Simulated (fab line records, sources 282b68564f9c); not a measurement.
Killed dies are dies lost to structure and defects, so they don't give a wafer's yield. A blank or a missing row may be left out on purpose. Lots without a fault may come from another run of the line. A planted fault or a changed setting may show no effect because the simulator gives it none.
fab line records | flow rit_cmos
record lots=5 wafers=15 last_day=6
route steps=202 shown PSD@157 NSD@158 PLDD@159 NLDD@160 SILICIDE@161 CONTACT@168 M1@184
lots that met no fault: from a run of the same line without faults
start_h: hours from the record's first day to the start of the lot's first wafer shown | wait_h: hours since the lot's step before | " the same as in the row above | L1.1+2: a row that stands for several wafers | - no value, or no start given | * or withheld: withheld | < > ~ a bound
route shown NAME@n: a module of which the file shows steps, and the number in the route of the first | usual: mean/standard deviation of fault-free wafers | same: alike in all rows | chamber/n: place in a boat | sites: the reading at each site | _std_site: their standard deviation | _edge_site: outer sites' mean less inner sites' | radius_mm: how far each site lies from the wafer's centre | mask NAME#n: copy n | behind: the tool/chamber that last shaped the wafer | hold: why the lot was held/for how many hours/how that ended | device: the transistor (n, p or np) that didn't switch | end of line: the same wafers' tests at the end of the route | a step without rows: its recipe alone | killed: dies lost to structure and defects at the first sort, not the wafer's yield | map: a wafer's dies, x killed, . not, _ none there
set.NAME: the setting as run; set.NAME@STEP: as run at that earlier step | model.NAME: the simulator's own value behind a step, which no gauge read
lots at some steps of the route; a table a step, a row a wafer
services: from which hour (start_h, from the record's first day; less than 0 if before it) a tool's chamber was out of use, for how many hours, and why
## steps
# step RIT_SDANNEAL_RS_MEAS_04
# recipe thk_meas_gauge=four-point-probe
# usual PSD_RS=116.0/0.33
# columns lot.wafer tool chamber start_h wait_h PSD_RS[ohm/sq]
L075.1 film_metro-04 - 55.23 0.0 115.9
L075.2 " - " " 115.6
L075.4 " - " " 116.0
L078.1 film_metro-04 - 68.66 0.0 116.5
L078.2 " - " " 116.4
L078.3 " - " " 116.4
L087.2 film_metro-04 - 115.60 0.1 116.2
L087.3 " - " " 116.1
L087.4 " - " " 116.2
L088.2 film_metro-02 - 119.40 0.1 116.4
L088.3 " - " " 116.5
L088.5 " - " " 116.2
L093.1 film_metro-04 - 143.90 0.0 116.4
L093.2 " - " " 116.2
L093.4 " - " " 116.3
# step RIT_SDANNEAL_RS_MEAS_05
# recipe thk_meas_gauge=four-point-probe
# usual NSD_RS=83.29/0.26
# columns lot.wafer tool chamber start_h wait_h NSD_RS[ohm/sq]
L075.1 film_metro-04 - 55.35 0.1 83.25
L075.2 " - " " 83.34
L075.4 " - " " 83.35
L078.1 film_metro-04 - 68.78 0.1 83.77
L078.2 " - " " 83.91
L078.3 " - " " 83.83
L087.2 film_metro-04 - 115.72 0.1 83.11
L087.3 " - " " 83.38
L087.4 " - " " 83.37
L088.2 film_metro-02 - 119.52 0.1 83.25
L088.3 " - " " 83.08
L088.5 " - " " 83.18
L093.1 film_metro-04 - 144.02 0.1 83.74
L093.2 " - " " 83.62
L093.4 " - " " 83.56
# step RIT_SDANNEAL_RS_MEAS_06
# recipe thk_meas_gauge=four-point-probe
# usual PLDD_RS=179.6/0.46
# columns lot.wafer tool chamber start_h wait_h PLDD_RS[ohm/sq]
L075.1 film_metro-04 - 55.47 0.1 179.2
L075.2 " - " " 179.1
L075.4 " - " " 179.2
L078.1 film_metro-04 - 68.90 0.1 179.5
L078.2 " - " " 180.4
L078.3 " - " " 180.0
L087.2 film_metro-04 - 115.84 0.1 179.2
L087.3 " - " " 179.1
L087.4 " - " " 179.5
L088.2 film_metro-02 - 119.64 0.1 179.9
L088.3 " - " " 179.4
L088.5 " - " " 180.0
L093.1 film_metro-04 - 144.14 0.1 180.6
L093.2 " - " " 180.2
L093.4 " - " " 180.4
# step RIT_SDANNEAL_RS_MEAS_07
# recipe thk_meas_gauge=four-point-probe
# usual NLDD_RS=154.6/0.69
# columns lot.wafer tool chamber start_h wait_h NLDD_RS[ohm/sq]
L075.1 film_metro-04 - 55.59 0.1 155.1
L075.2 " - " " 155.2
L075.4 " - " " 155.5
L078.1 film_metro-04 - 69.02 0.1 155.1
L078.2 " - " " 155.3
L078.3 " - " " 155.3
L087.2 film_metro-04 - 115.96 0.1 154.3
L087.3 " - " " 155.0
L087.4 " - " " 154.8
L088.2 film_metro-02 - 119.76 0.1 155.0
L088.3 " - " " 155.1
L088.5 " - " " 154.9
L093.1 film_metro-04 - 144.26 0.1 154.9
L093.2 " - " " 155.0
L093.4 " - " " 155.2
# step RIT_SILICIDE_WET_ETCH_00
# recipe chemistry=BOE target=SiO2 target_depth_nm=14 time_s=15 dry=n2_spin dilution=10:1 temp_c=21.5
# columns lot.wafer tool chamber start_h wait_h
L075.1+2+4 wet_bench-02 0 55.71 0.1
L078.1+2+3 wet_bench-03 0 69.14 0.1
L087.2+3+4 wet_bench-04 1 116.06 0.1
L088.2+3+5 wet_bench-03 0 119.86 0.1
L093.1+2+4 wet_bench-03 1 144.38 0.1
# step RIT_SILICIDE_SPUTTER_01
# recipe material=Ti target_thk_nm=30 power_w=350 chamber_pressure_pa=0.667 gas=Ar time_s=240 substrate_temp_c=25
# usual throttle_valve_pct=30.0/0.58
# columns lot.wafer tool chamber start_h wait_h throttle_valve_pct
L075.1 pvd_sputter-01 - 55.72 0.0 29.2
L075.2 " - " " 30.6
L075.4 " - " " 28.8
L078.1 pvd_sputter-03 - 69.15 0.0 30.1
L078.2 " - " " 30.0
L078.3 " - " " 30.5
L087.2 pvd_sputter-01 - 116.07 0.0 30.7
L087.3 " - " " 30.3
L087.4 " - " " 29.3
L088.2 pvd_sputter-03 - 119.88 0.0 30.2
L088.3 " - " " 30.6
L088.5 " - " " 30.3
L093.1 pvd_sputter-03 - 144.39 0.0 30.6
L093.2 " - " " 30.0
L093.4 " - " " 29.7
# step RIT_SILICIDE_RS_MEAS_02
# recipe thk_meas_gauge=four-point-probe reads=Ti_of_SILICIDE_SPUTTER_01
# usual SILICIDE_TI_RS=47.9/0.77
# columns lot.wafer tool chamber start_h wait_h SILICIDE_TI_RS[ohm/sq]
L075.1 film_metro-03 - 55.87 0.1 47.0
L075.2 " - " " 47.7
L075.4 " - " " 47.3
L078.1 film_metro-02 - 69.30 0.1 47.3
L078.2 " - " " 48.0
L078.3 " - " " 46.9
L087.2 film_metro-01 - 116.24 0.1 47.5
L087.3 " - " " 48.2
L087.4 " - " " 47.9
L088.2 film_metro-01 - 120.05 0.1 49.0
L088.3 " - " " 48.4
L088.5 " - " " 48.2
L093.1 film_metro-02 - 144.54 0.1 48.1
L093.2 " - " " 49.7
L093.4 " - " " 49.2
# step RIT_SILICIDE_THK_MEAS_03
# recipe thk_meas_gauge=xrf reads=Ti_of_SILICIDE_SPUTTER_01
# usual SILICIDE_TI_THK=30.2/0.44
# columns lot.wafer tool chamber start_h wait_h SILICIDE_TI_THK[nm]
L075.1 film_metro-03 - 55.99 0.1 30.9
L075.2 " - " " 30.5
L075.4 " - " " 30.6
L078.1 film_metro-02 - 69.42 0.1 30.4
L078.2 " - " " 30.0
L078.3 " - " " 30.5
L087.2 film_metro-01 - 116.35 0.1 30.2
L087.3 " - " " 29.7
L087.4 " - " " 30.1
L088.2 film_metro-01 - 120.16 0.1 29.8
L088.3 " - " " 30.1
L088.5 " - " " 30.3
L093.1 film_metro-02 - 144.66 0.1 29.9
L093.2 " - " " 29.0
L093.4 " - " " 29.3
# step RIT_SILICIDE_RTA_04
# recipe temp_c=650 time_s=10 idle_temp_c=25 ramp_up_s=5 ramp_down_s=5 cool_to_c=25 ambient=N2
# usual anneal_temp_c_max=654.0/1.1 wafer_temp_C_max=652.7/1.1
# columns lot.wafer tool chamber start_h wait_h anneal_temp_c_max wafer_temp_C_max
L075.1 rtp_anneal-02 0 56.05 0.1 652.6 654.0
L075.2 " 0 " " 653.2 653.3
L075.4 " 0 " " 654.5 654.3
L078.1 rtp_anneal-01 0 69.48 0.1 654.9 651.8
L078.2 " 0 " " 655.4 652.7
L078.3 " 0 " " 654.0 651.8
L087.2 rtp_anneal-02 0 116.41 0.1 653.7 652.7
L087.3 " 0 " " 652.3 653.9
L087.4 " 0 " " 652.3 652.6
L088.2 rtp_anneal-01 0 120.22 0.1 657.4 651.5
L088.3 " 0 " " 654.5 652.1
L088.5 " 0 " " 656.3 651.5
L093.1 rtp_anneal-02 0 144.72 0.1 652.5 654.0
L093.2 " 0 " " 652.5 653.0
L093.4 " 0 " " 652.2 654.3
# step RIT_SILICIDE_WET_ETCH_05
# recipe chemistry=SPM target=Ti temp_c=90 time_s=120 dry=n2_spin
# columns lot.wafer tool chamber start_h wait_h
L075.1+2+4 wet_bench-02 1 56.12 0.1
L078.1+2+3 wet_bench-03 0 69.55 0.1
L087.2+3+4 wet_bench-02 3 116.47 0.0
L088.2+3+5 wet_bench-04 0 120.27 0.0
L093.1+2+4 wet_bench-02 1 144.79 0.1
# step RIT_SILICIDE_RTA_06
# recipe temp_c=750 time_s=10 idle_temp_c=25 ramp_up_s=5 ramp_down_s=10 cool_to_c=25 ambient=N2
# usual anneal_temp_c_max=754.4/1.2 wafer_temp_C_max=753.1/1.2
# columns lot.wafer tool chamber start_h wait_h anneal_temp_c_max wafer_temp_C_max
L075.1 rtp_anneal-01 0 56.16 0.0 754.4 751.6
L075.2 " 0 " " 755.4 752.0
L075.4 " 0 " " 755.1 753.2
L078.1 rtp_anneal-02 0 69.59 0.0 755.1 752.9
L078.2 " 0 " " 753.8 755.6
L078.3 " 0 " " 753.8 755.2
L087.2 rtp_anneal-01 0 116.52 0.0 756.3 752.3
L087.3 " 0 " " 754.1 752.4
L087.4 " 0 " " 755.3 752.3
L088.2 rtp_anneal-02 0 120.33 0.0 753.7 753.3
L088.3 " 0 " " 753.2 754.8
L088.5 " 0 " " 753.5 753.6
L093.1 rtp_anneal-01 0 144.83 0.0 755.1 751.4
L093.2 " 0 " " 754.7 753.0
L093.4 " 0 " " 755.1 752.5
# step RIT_CONTACT_CVD_00
# recipe material=SiO2 target_thk_nm=400 precursor=TEOS temp_c=390 time_s=61.82 rf_w=400
# usual heater_power_w=323/60
# columns lot.wafer tool chamber start_h wait_h heater_power_w
L075.1 pecvd-04 1 56.23 0.1 301
L075.2 " 2 " " 307
L075.4 " 2 " " 331
L078.1 pecvd-04 0 69.66 0.1 225
L078.2 " 2 " " 366
L078.3 " 1 " " 332
L087.2 pecvd-02 1 116.58 0.0 405
L087.3 " 2 " " 368
L087.4 " 1 " " 420
L088.2 pecvd-03 2 120.38 0.0 259
L088.3 " 0 " " 297
L088.5 " 1 " " 325
L093.1 pecvd-02 2 144.90 0.1 341
L093.2 " 1 " " 449
L093.4 " 0 " " 267
# step RIT_CONTACT_THK_MEAS_01
# recipe reads=SiO2_of_CONTACT_CVD_00
# usual CONTACT_TEOS_THK=406/5.7
# columns lot.wafer tool chamber start_h wait_h CONTACT_TEOS_THK[nm]
L075.1 film_metro-04 - 56.28 0.0 410
L075.2 " - " " 410
L075.4 " - " " 410
L078.1 film_metro-04 - 69.71 0.0 406
L078.2 " - " " 400
L078.3 " - " " 400
L087.2 film_metro-01 - 116.64 0.0 410
L087.3 " - " " 404
L087.4 " - " " 417
L088.2 film_metro-03 - 120.44 0.0 405
L088.3 " - " " 416
L088.5 " - " " 413
L093.1 film_metro-03 - 144.95 0.0 397
L093.2 " - " " 404
L093.4 " - " " 406
# step RIT_CONTACT_HMDS_02
# recipe prime_time_s=60 prime_temp_c=140
# columns lot.wafer tool chamber start_h wait_h
L075.1+2+4 litho_track-02 0 56.34 0.1
L078.1+2+3 litho_track-01 0 69.77 0.1
L087.2+3+4 litho_track-04 0 116.72 0.1
L088.2+3+5 litho_track-02 0 120.52 0.1
L093.1+2+4 litho_track-01 0 145.01 0.1
# step RIT_CONTACT_COAT_03
# recipe resist=NOVOLAK spin_rpm=3250 resist_thk_nm=1000
# columns lot.wafer tool chamber start_h wait_h
L075.1+2+4 litho_track-02 0 56.49 0.1
L078.1+2+3 litho_track-01 0 69.92 0.1
L087.2+3+4 litho_track-04 0 116.87 0.1
L088.2+3+5 litho_track-02 0 120.67 0.1
L093.1+2+4 litho_track-01 0 145.16 0.1
# step RIT_CONTACT_SOFTBAKE_04
# recipe resist=NOVOLAK temp_c=90 time_s=60
# columns lot.wafer tool chamber start_h wait_h
L075.1+2+4 litho_track-02 0 56.64 0.1
L078.1+2+3 litho_track-01 0 70.07 0.1
L087.2+3+4 litho_track-04 0 117.02 0.1
L088.2+3+5 litho_track-02 0 120.82 0.1
L093.1+2+4 litho_track-01 0 145.31 0.1
# step RIT_CONTACT_EXPOSE_05
# recipe mask_id=M11 na=0.6 source_shape=conventional sigma_outer=0.5 target_cd_nm=1000 dose_mj=250
# columns lot.wafer tool chamber start_h wait_h mask
L075.1+2+4 iline_stepper-02 0 56.79 0.1 M11#0
L078.1+2+3 iline_stepper-02 0 70.34 0.2 M11#0
L087.2+3+4 iline_stepper-02 0 117.16 0.1 M11#0
L088.2+3+5 iline_stepper-02 0 120.96 0.1 M11#0
L093.1+2+4 iline_stepper-02 0 145.46 0.1 M11#0
# step RIT_CONTACT_PEB_06
# recipe resist=NOVOLAK temp_c=withheld time_s=withheld
# columns lot.wafer tool chamber start_h wait_h
L075.1+2+4 litho_track-02 0 56.91 0.1
L078.1+2+3 litho_track-01 0 70.46 0.1
L087.2+3+4 litho_track-04 0 117.28 0.1
L088.2+3+5 litho_track-01 0 121.08 0.1
L093.1+2+4 litho_track-02 0 145.58 0.1
# step RIT_CONTACT_DEVELOP_07
# recipe resist=NOVOLAK develop_time_s=120 dev_temp_c=23
# same develop_time_s=120
# columns lot.wafer tool chamber start_h wait_h
L075.1+2+4 litho_track-02 0 - -
L078.1+2+3 litho_track-01 0 - -
L087.2+3+4 litho_track-04 0 - -
L088.2+3+5 litho_track-01 0 - -
L093.1+2+4 litho_track-02 0 - -
# step RIT_CONTACT_CD_MEAS_08
# recipe target_cd_nm=1000
# usual cd_nm=999.3/2.1
# columns lot.wafer tool chamber start_h wait_h cd_nm
L075.1 cd_sem-02 - 57.31 - 998.1
L075.2 " - " " 1000.4
L075.4 " - " " 1001.6
L078.1 cd_sem-01 - 70.86 - 1001.2
L078.2 " - " " 1002.2
L078.3 " - " " 1002.3
L087.2 cd_sem-01 - 117.68 - 996.5
L087.3 " - " " 994.6
L087.4 " - " " 997.4
L088.2 cd_sem-01 - 121.48 - 999.8
L088.3 " - " " 1001.2
L088.5 " - " " 1001.4
L093.1 cd_sem-02 - 145.98 - 997.2
L093.2 " - " " 995.4
L093.4 " - " " 996.9
# step RIT_CONTACT_OVL_MEAS_09
# usual CONTACT_OVL=-0.8/1.2
# columns lot.wafer tool chamber start_h wait_h CONTACT_OVL[nm]
L075.1 overlay-02 - 57.43 0.1 -0.2
L075.2 " - " " -1.4
L075.4 " - " " -0.3
L078.1 overlay-02 - 70.98 0.1 -2.3
L078.2 " - " " -2.2
L078.3 " - " " -0.4
L087.2 overlay-02 - 117.79 0.1 -2.1
L087.3 " - " " -1.4
L087.4 " - " " -1.5
L088.2 overlay-02 - 121.58 0.1 -2.5
L088.3 " - " " -1.3
L088.5 " - " " -1.3
L093.1 overlay-01 - 146.10 0.1 -0.6
L093.2 " - " " 0.3
L093.4 " - " " -1.0
# step RIT_CONTACT_HARDBAKE_10
# recipe resist=NOVOLAK temp_c=140 time_s=60
# columns lot.wafer tool chamber start_h wait_h
L075.1+2+4 litho_track-01 0 57.46 0.0
L078.1+2+3 litho_track-04 0 71.02 0.0
L087.2+3+4 litho_track-01 0 117.84 0.0
L088.2+3+5 litho_track-04 0 121.64 0.0
L093.1+2+4 litho_track-01 0 146.13 0.0
# step RIT_CONTACT_ETCH_11
# recipe target_depth_a=4800 over_etch_frac=0.2 stop_on=TiSi2 chemistry=CHF3/CF4/Ar target=SiO2 CHF3_flow_sccm=50 cf4_flow_sccm=10 Ar_flow_sccm=100 O2_flow_sccm=5 pressure_mtorr=100 rf_w=200 time_s=320
# usual drypump_motor_current_A=5.7/0.51 oes_product_au=0.989/0.018 throttle_valve_pct=8.84/0.11
# same over_etch_frac=0.2
# columns lot.wafer tool chamber start_h wait_h drypump_motor_current_A oes_product_au rf_hours_counter_h throttle_valve_pct
L075.1 rie_diel-03 1 57.61 0.1 5.8 0.984 3 8.86
L075.2 " 2 " " 5.8 1.010 6 9.08
L075.4 " 3 " " 6.2 0.967 139 8.90
L078.1 rie_diel-03 1 71.17 0.1 5.8 0.990 3 8.87
L078.2 " 3 " " 6.2 0.965 139 8.88
L078.3 " 2 " " 5.8 1.009 6 9.08
L087.2 rie_diel-03 3 117.97 0.1 6.2 0.955 140 8.90
L087.3 " 1 " " 5.7 0.993 4 8.86
L087.4 " 2 " " 5.8 1.010 7 9.08
L088.2 rie_diel-03 3 121.76 0.1 6.2 0.964 141 8.90
L088.3 " 2 " " 5.7 1.009 7 9.08
L088.5 " 1 " " 5.7 0.992 - 8.86
L093.1 rie_diel-02 3 146.28 0.1 5.2 0.984 4 8.76
L093.2 " 1 " " 6.0 0.978 70 8.77
L093.4 " 2 " " 5.2 0.981 6 8.69
# step RIT_CONTACT_STRIP_12
# recipe chemistry=O2 time_s=185.1 resist=NOVOLAK platen_temp_c=withheld power_w=500 pressure_mtorr=4000 o2_flow_sccm=4000
# usual drypump_motor_current_A=5.7/0.49
# columns lot.wafer tool chamber start_h wait_h drypump_motor_current_A rf_hours_counter_h
L075.1 plasma_asher-02 0 57.81 0.1 5.1 27
L075.2 " 1 " " 4.9 27
L075.4 " 0 " " 5.1 -
L078.1 plasma_asher-03 1 71.36 0.1 6.1 44
L078.2 " 0 " " 5.8 44
L078.3 " 1 " " 6.1 -
L087.2 plasma_asher-02 0 118.16 0.1 5.1 34
L087.3 " 1 " " 4.9 -
L087.4 " 0 " " 5.1 -
L088.2 plasma_asher-03 1 121.96 0.1 6.1 50
L088.3 " 0 " " 5.8 -
L088.5 " 0 " " 5.8 -
L093.1 plasma_asher-02 1 146.48 0.1 4.9 37
L093.2 " 0 " " 5.1 37
L093.4 " 0 " " 5.1 -
# step RIT_CONTACT_CD_MEAS_90
# recipe target_cd_nm=1000
# usual cd_nm=999.2/2.2
# columns lot.wafer tool chamber start_h wait_h cd_nm
L075.1 cd_sem-01 - 57.98 0.1 998.0
L075.2 " - " " 1000.3
L075.4 " - " " 1001.3
L078.1 cd_sem-01 - 71.54 0.1 1001.2
L078.2 " - " " 1002.2
L078.3 " - " " 1002.9
L087.2 cd_sem-01 - 118.35 0.1 996.5
L087.3 " - " " 995.3
L087.4 " - " " 997.8
L088.2 cd_sem-01 - 122.15 0.1 1000.5
L088.3 " - " " 1001.0
L088.5 " - " " 1001.8
L093.1 cd_sem-01 - 146.65 0.1 997.1
L093.2 " - " " 994.7
L093.4 " - " " 996.4
# step RIT_CONTACT_CLEAN_13
# recipe chemistry=SC1 mix=3:3:50 time_s=600 temp_c=75
# columns lot.wafer tool chamber start_h wait_h
L075.1+2+4 wet_bench-01 3 58.10 0.1
L078.1+2+3 wet_bench-03 1 71.66 0.1
L087.2+3+4 wet_bench-04 0 118.45 0.1
L088.2+3+5 wet_bench-01 2 122.25 0.1
L093.1+2+4 wet_bench-01 2 146.77 0.1
# step RIT_CONTACT_CLEAN_14
# recipe chemistry=SC2 mix=3:3:50 time_s=600 temp_c=75 dry=n2_spin
# columns lot.wafer tool chamber start_h wait_h
L075.1+2+4 wet_bench-03 0 58.28 0.0
L078.1+2+3 wet_bench-01 2 71.83 0.0
L087.2+3+4 wet_bench-03 1 118.63 0.0
L088.2+3+5 wet_bench-03 1 122.43 0.0
L093.1+2+4 wet_bench-04 0 146.95 0.0
# step RIT_M1_SPUTTER_00
# recipe material=Al target_thk_nm=400 power_w=2000 chamber_pressure_pa=0.4 gas=Ar time_s=500 substrate_temp_c=25
# usual throttle_valve_pct=29.4/1.1
# columns lot.wafer tool chamber start_h wait_h throttle_valve_pct
L075.1 pvd_sputter-02 - 58.47 0.0 29.1
L075.2 " - " " 31.4
L075.4 " - " " 29.2
L078.1 pvd_sputter-04 - 72.01 0.0 28.6
L078.2 " - " " 28.1
L078.3 " - " " 27.9
L087.2 pvd_sputter-04 - 118.82 0.0 28.0
L087.3 " - " " 28.5
L087.4 " - " " 28.4
L088.2 pvd_sputter-02 - 122.60 0.0 29.5
L088.3 " - " " 30.0
L088.5 " - " " 29.5
L093.1 pvd_sputter-04 - 147.12 0.0 29.8
L093.2 " - " " 28.1
L093.4 " - " " 28.0
# step RIT_M1_RS_MEAS_01
# recipe thk_meas_gauge=four-point-probe reads=Al_of_M1_SPUTTER_00
# usual M1_AL_RS=0.0735/0.0011
# columns lot.wafer tool chamber start_h wait_h M1_AL_RS[ohm/sq]
L075.1 film_metro-03 - 58.76 0.1 0.0732
L075.2 " - " " 0.0744
L075.4 " - " " 0.0735
L078.1 film_metro-03 - 72.30 0.1 0.0724
L078.2 " - " " 0.0728
L078.3 " - " " 0.0739
L087.2 film_metro-03 - 119.14 0.2 0.0724
L087.3 " - " " 0.0721
L087.4 " - " " 0.0727
L088.2 film_metro-02 - 122.92 0.2 0.0742
L088.3 " - " " 0.0726
L088.5 " - " " 0.0729
L093.1 film_metro-02 - 147.42 0.1 0.0725
L093.2 " - " " 0.0728
L093.4 " - " " 0.0716
## services
# columns tool chamber start_h hours kind
rie_diel-02 - 37.46 14.6 pm
iline_stepper-02 - 43.42 1.7 pm
rie_diel-02 2 52.72 4.6 repair
pvd_sputter-04 - 53.40 2.1 repair
rie_diel-02 2 75.81 2.2 repair
pvd_sputter-02 - 90.81 4.8 repair
pecvd-02 - 95.60 1.4 repair
plasma_asher-02 - 106.27 1.4 repair
rie_diel-02 - 108.23 2.8 pm
pecvd-02 - 110.44 5.5 pm
pvd_sputter-02 - 118.16 1.0 repair
rie_diel-02 - 121.50 1.7 repair
pvd_sputter-03 - 126.64 7.1 repair
rie_diel-03 0 139.60 17.5 repair
pecvd-02 - 145.86 6.0 pm
## key
fault none
